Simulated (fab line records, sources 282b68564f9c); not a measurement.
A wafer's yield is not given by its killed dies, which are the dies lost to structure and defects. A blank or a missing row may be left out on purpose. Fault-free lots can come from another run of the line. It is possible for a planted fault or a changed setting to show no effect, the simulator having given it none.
Code-filled problem report in 8D (eight disciplines) form / flow ritCmos / the parts of the form that need people (team, actions taken, sign-off) are left out

== 1. THE ISSUE ==
Wafers without a fault read 4000 mTorr, standard deviation 3.4; chamberPressureMTorr at RIT_ACTIVE_STRIP_14 reads a mean of 5996 mTorr on 2 wafers belonging to 2 lots. That is +99 or more standard deviations from the usual mean.
The step: strips in O2, time 180 s.
First seen on wafer L638.5, day 3 21:58, on plasmaAsher-03. At this step, 39 wafers from 13 lots have a number in the record. By rule, "out" or "out of limits" means more than 4 standard deviations away from the usual mean. The other wafers with a number count as sound.

== 2. WHAT IT IS, WHAT IT ISN'T ==
question=which readings at this step | is=chamberPressureMTorr | is not=drypumpMotorCurrentA
question=which lots | is=L638, L639 | is not=L627, L628, L629, L630, L631, L632, L633, L634, L640, L641, L643
question=which wafers of those lots | is=L638.5, L639.4 | is not=L638.2, L638.3, L639.2, L639.3
question=read on which tools | is=plasmaAsher-03 | is not=plasmaAsher-01, plasmaAsher-02
question=when | is=from day 3 21:58 | is not=up to then (26 sound wafers); but 11 sound wafers of L639, L640, L641, L643 came after

== 3. SUSPECTS, AND WHAT RULES EACH OUT ==
Counting: any tool at a process step up to the reading remains a suspect provided it ran every lot that is out. Sound lots after the first of them don't rule it out here, since some wafers of a struck lot are sound.
- plasmaAsher-03 at RIT_ACTIVE_STRIP_14 (strips in O2, time 180 s): kept. Every lot that is out went through it, the first being L638 (day 3 21:58); the last sound lot it ran before that was L634 (day 3 01:50). Its own readings are out on those wafers: chamberPressureMTorr.
- At RIT_ACTIVE_STRIP_14 on plasmaAsher-03, chamber 1 took the sound wafers of the same lots and chamber 0 took the wafers that are out.
The count leaves plasmaAsher-03 at RIT_ACTIVE_STRIP_14.

== 4. THE CAUSE (what the simulator had put in) ==
plasmaAsher-03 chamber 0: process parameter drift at RIT_ACTIVE_STRIP_14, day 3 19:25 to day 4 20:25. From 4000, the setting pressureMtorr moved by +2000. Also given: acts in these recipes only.
After counting, this tool was the only one left.

== 5. THE EFFECT CHAIN, in route order ==
One row per reading whose mean, taken over the struck wafers that have a number, lies over 3 standard deviations from the usual. Only readings for which the record gives a usual standard deviation are gone through. hours: the time from each lot's start at the first step in this table that gives one to its start at this step, as a median over the lots. sigmas: the change in usual standard deviations.
hours=0; step=RIT_ACTIVE_STRIP_14; reading=chamberPressureMTorr; usual=4000 mTorr; on struck wafers=5996; change=+1996; sigmas=+99 or more
Process steps it contains:
- RIT_ACTIVE_STRIP_14: strips in O2, time 180 s.

== 6. HOW IT WOULD HAVE BEEN CAUGHT EARLIER ==
In this record no reading fell out of limits until day 3 21:58, 3 hours after the fault had begun at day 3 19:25.
